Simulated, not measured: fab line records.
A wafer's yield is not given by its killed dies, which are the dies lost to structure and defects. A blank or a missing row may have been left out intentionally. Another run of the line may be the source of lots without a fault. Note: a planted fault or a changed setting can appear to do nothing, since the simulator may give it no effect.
A struck lot beside a sound one / flow berkeley-cmos170 / 43 steps out of a route of 331
Sound: wafers L733.2, L733.5, L733.6. Wafers struck: L749.2, L749.3, L749.6. The cause is given at the end.
Per side, at each step with rows, come the tool, then ch with its chambers, and then its first start. Under that, the readings that differ: sound wafers / struck wafers / difference of the means / sigmas: that difference in standard deviations of wafers without a fault.
alike: words and numbers the same on both sides, and readings whose means are apart by under 2 such deviations; not compared: readings that were withheld, readings missing a value for some wafer, numbers with overlapping values and no deviation given by the record, and bounds like >300 which may hide the same value.
A row with sigmas, a row that says differs or no value, or rows on one side alone: a step with any of these is where the two part. Numbers that don't overlap but have no deviation are shown without sigmas and don't part them. A reading that every wafer of one side lacks parts them only if that side has two wafers or more.

first, 3 steps without rows for these wafers: UCB170_NWELL_EXPOSE_09 (exposes mask NWELL, target cd 3000 nm); UCB170_NWELL_PEB_10; UCB170_NWELL_DEVELOP_11 (develop time 45 s).
UCB170_NWELL_OVL_MEAS_12:
  sound on overlay-01, day 3 11:40; struck on overlay-01, day 6 19:38
  alike: NWELL_OVL
UCB170_NWELL_ETCH_13: etches Si3N4 in CH3F/Ar/O2, stops on SiO2, target depth 246.4 nm, time 154 s.
  sound on rie-diel-01 ch 2,3, day 3 11:42; struck on rie-diel-03 ch 0,2,3, day 6 19:40
  alike: drypump-motor-current-A, mfc-ar-sccm, oes-product-au, throttle-valve-pct
  not compared: rf-hours-counter-h
following that, these wafers have no rows for 1 step: UCB170_NWELL_IMPLANT_14.
UCB170_NWELL_STRIP_15: strips in O2.
  sound on plasma-asher-04 ch 0,1, day 3 11:57; struck on plasma-asher-04 ch 0, day 6 19:55
reading=strip-time-to-endpoint-s (s); sound=18.17 18.14 18.14; struck=18.00 17.93 17.92; difference=-0.20; sigmas=-3
  alike: drypump-motor-current-A, oes-product-au
  not compared: rf-hours-counter-h
UCB170_NWELL_TW_MEAS_16:
  sound on film-metro-02, day 3 12:04; struck on film-metro-03, day 6 20:01
  alike: NWELL_TW
then, 4 steps without rows for these wafers: UCB170_NWELL_CLEAN_17 (cleans in SPM, time 600 s); UCB170_NWELL_WET_ETCH_18 (etches Si3N4 in H3PO4, time 14400 s); UCB170_NWELL_WET_ETCH_19 (etches SiO2 in BOE, time 22 s); UCB170_PWELL_CLEAN_00 (cleans in SPM, time 600 s).
UCB170_PWELL_CLEAN_01: cleans in dHF, time 60 s.
  sound on wet-bench-04 ch 1, day 3 17:10; struck on wet-bench-02 ch 3, day 7 00:28
then, 1 step without rows for these wafers: UCB170_PWELL_OXIDATION_02 (target thk 26.4 nm, ox time 1260 s).
UCB170_PWELL_THK_MEAS_03:
  sound on film-metro-03, day 3 23:28; struck on film-metro-04, day 7 09:22
  alike: PWELL_OXIDE_THK
then, 2 steps without rows for these wafers: UCB170_PWELL_ANNEAL_04 (time 900 s); UCB170_PWELL_CVD_05 (deposits Si3N4 from SiH2Cl2/NH3, target thk 220 nm, time 3300 s).
UCB170_PWELL_THK_MEAS_06:
  sound on film-metro-03, day 4 06:18; struck on film-metro-03, day 7 19:06
  alike: PWELL_NITRIDE_THK
then, 6 steps without rows for these wafers: UCB170_PWELL_HMDS_07 (prime time 60 s); UCB170_PWELL_COAT_08 (resist thk 900 nm); UCB170_PWELL_SOFTBAKE_09 (time 60 s); UCB170_PWELL_EXPOSE_10 (exposes mask PWELL, target cd 3000 nm); UCB170_PWELL_PEB_11; UCB170_PWELL_DEVELOP_12 (develop time 45 s).
UCB170_PWELL_OVL_MEAS_13:
  sound on overlay-01, day 4 08:08; struck on overlay-02, day 7 20:00
  alike: PWELL_OVL
UCB170_PWELL_ETCH_14: etches Si3N4 in CH3F/Ar/O2, stops on SiO2, target depth 242 nm, time 151 s.
  sound on rie-diel-04 ch 2,3, day 4 08:10; struck on rie-diel-01 ch 0,3, day 7 20:02
  alike: drypump-motor-current-A, mfc-ar-sccm, oes-product-au, throttle-valve-pct
  not compared: rf-hours-counter-h
following that, these wafers have no rows for 1 step: UCB170_PWELL_IMPLANT_15.
UCB170_PWELL_STRIP_16: strips in O2.
  sound on plasma-asher-01 ch 0,1, day 4 08:25; struck on plasma-asher-04 ch 0,1, day 7 20:26
  alike: drypump-motor-current-A, oes-product-au, strip-time-to-endpoint-s
  not compared: rf-hours-counter-h
UCB170_PWELL_TW_MEAS_17:
  sound on film-metro-04, day 4 08:31; struck on film-metro-02, day 7 20:32
  alike: PWELL_TW
then, 5 steps without rows for these wafers: UCB170_PWELL_CLEAN_18 (cleans in SPM, time 600 s); UCB170_PWELL_WET_ETCH_19 (etches Si3N4 in H3PO4, time 14400 s); UCB170_PWELL_WET_ETCH_20 (etches SiO2 in BOE, time 22 s); UCB170_WELLDRIVE_CLEAN_00 (cleans in SPM, time 600 s); UCB170_WELLDRIVE_OXIDATION_01 (target thk 199 nm, ox time 9000 s).
UCB170_WELLDRIVE_THK_MEAS_02:
  sound on film-metro-01, day 4 22:34; struck on film-metro-01, day 8 07:08
  alike: WELLDRIVE_OXIDE_THK
then, 5 steps without rows for these wafers: UCB170_WELLDRIVE_ANNEAL_03 (time 900 s); UCB170_WELLDRIVE_WET_ETCH_04 (etches SiO2 in BOE, time 120 s); UCB170_ACTIVE_CLEAN_00 (cleans in SPM, time 600 s); UCB170_ACTIVE_CLEAN_01 (cleans in dHF, time 60 s); UCB170_ACTIVE_OXIDATION_02 (target thk 26.4 nm, ox time 1260 s).
UCB170_ACTIVE_THK_MEAS_03:
  sound on film-metro-02, day 5 07:23; struck on film-metro-01, day 8 22:55
reading=ACTIVE_OXIDE_THK (nm); sound=25.7 25.5 25.9; struck=27.1 27.1 27.0; difference=+1.4; sigmas=+3
then, 1 step without rows for these wafers: UCB170_ACTIVE_ANNEAL_04 (time 900 s).
-- the record jumps here: 5 days lie between the struck wafers' starts before and after (it left off in module ACTIVE and takes up again in module M3, whose first step shown is number 331 of the route) --
UCB170_M3_PROBE_99:
  the record has rows for the struck wafers here (prober-01, day 13 21:22) and none for the sound ones

## WHERE THEY PART
At UCB170_NWELL_STRIP_15 first; at UCB170_M3_PROBE_99 last (within this record only).

WHY: the cause the simulator had injected
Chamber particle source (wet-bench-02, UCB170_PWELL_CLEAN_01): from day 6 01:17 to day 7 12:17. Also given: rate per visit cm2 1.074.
